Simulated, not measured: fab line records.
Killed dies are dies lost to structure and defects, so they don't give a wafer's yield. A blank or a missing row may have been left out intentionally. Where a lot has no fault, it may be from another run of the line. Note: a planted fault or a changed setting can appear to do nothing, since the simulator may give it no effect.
Which tool is to blame?    flow berkeley cmos170    route of 331 steps, sampled at 1 step: 15 lots, 45 wafers

WHAT EACH GAUGE READ, for each wafer
Not one reading of a measure or inspect step in the record can be checked against a usual standard deviation.

EACH LOT AND THE TOOL THAT RAN IT (in order: tool; ch and the chambers of the sampled wafers; start)
lot   UCB170_NLDD_IMPLANT_09
L109  implanter-03 ch 0, day 7 20:30
L108  implanter-04 ch 0, day 7 21:03
L110  implanter-01 ch 0, day 7 22:52
L113  implanter-01 ch 0, day 8 21:23
L119  implanter-03 ch 0, day 9 12:08
L118  implanter-04 ch 0, day 9 12:25
L117  implanter-03 ch 0, day 9 12:43
L120  implanter-04 ch 0, day 10 11:16
L121  implanter-04 ch 0, day 10 12:18
L125  implanter-01 ch 0, day 11 13:38
L127  implanter-03 ch 0, day 11 14:03
L124  implanter-04 ch 0, day 11 14:41
L129  implanter-01 ch 0, day 11 14:46
L126  implanter-04 ch 0, day 11 17:30
L130  implanter-03 ch 0, day 12 00:29
- UCB170_NLDD_IMPLANT_09

WHAT THE TOOLS THEMSELVES READ (means of the sampled wafers that have a number; where no wafer has one, the mark that the record gives instead)
UCB170_NLDD_IMPLANT_09. Usual: beam energy keV at 30.002, with a standard deviation of 0.0097.
lot   tool          beam energy keV  flag
L109  implanter-03  29.997           
L108  implanter-04  30.002           
L110  implanter-01  30.005           
L113  implanter-01  30.000           
L119  implanter-03  29.990           
L118  implanter-04  30.005           
L117  implanter-03  30.006           
L120  implanter-04  30.005           
L121  implanter-04  27.994           OFF
L125  implanter-01  30.002           
L127  implanter-03  30.011           
L124  implanter-04  27.983           OFF
L129  implanter-01  29.994           
L126  implanter-04  27.983           OFF
L130  implanter-03  30.001           

THE ANSWER, worked out from the rows above alone
Rule: take the mean of a lot's wafers that have a number; if it is more than 3 standard deviations from the usual mean, the lot is off. Also off: a lot with no number at a reading for which 4 or more lots have one. All remaining lots with rows at the step are treated as sound. First the gauges in route order, then the tools' own readings, where a lot's mean is used as printed above. At the first step where some lot is off, the reading lying furthest off is the one used; lots without a number count as furthest.
Off: L121, L124, L126, at UCB170_NLDD_IMPLANT_09 (beam energy keV).
If a tool, at that step or one of the process steps before it, ran each lot that is off and ran no sound lot following the first of them, it fits. One candidate fits, namely implanter-04 at UCB170_NLDD_IMPLANT_09. Its last sound lot is L120 (day 10 11:16), its first lot that is off L121 (day 10 12:18): a fault that began between those two fits.
The tool's own readings at UCB170_NLDD_IMPLANT_09 bear it out: on the lots that are off they differ by more than 5 times the standard deviation of the sound lots' means. beam energy keV reads 27.987 there against 30.002 on the sound lots.

WHAT THE SIMULATOR HAD INSERTED
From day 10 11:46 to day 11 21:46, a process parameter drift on implanter-04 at UCB170_NLDD_IMPLANT_09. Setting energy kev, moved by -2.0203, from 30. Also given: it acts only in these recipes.
Struck lots among those shown: L121, L124, L126. The same result came from the rule above.
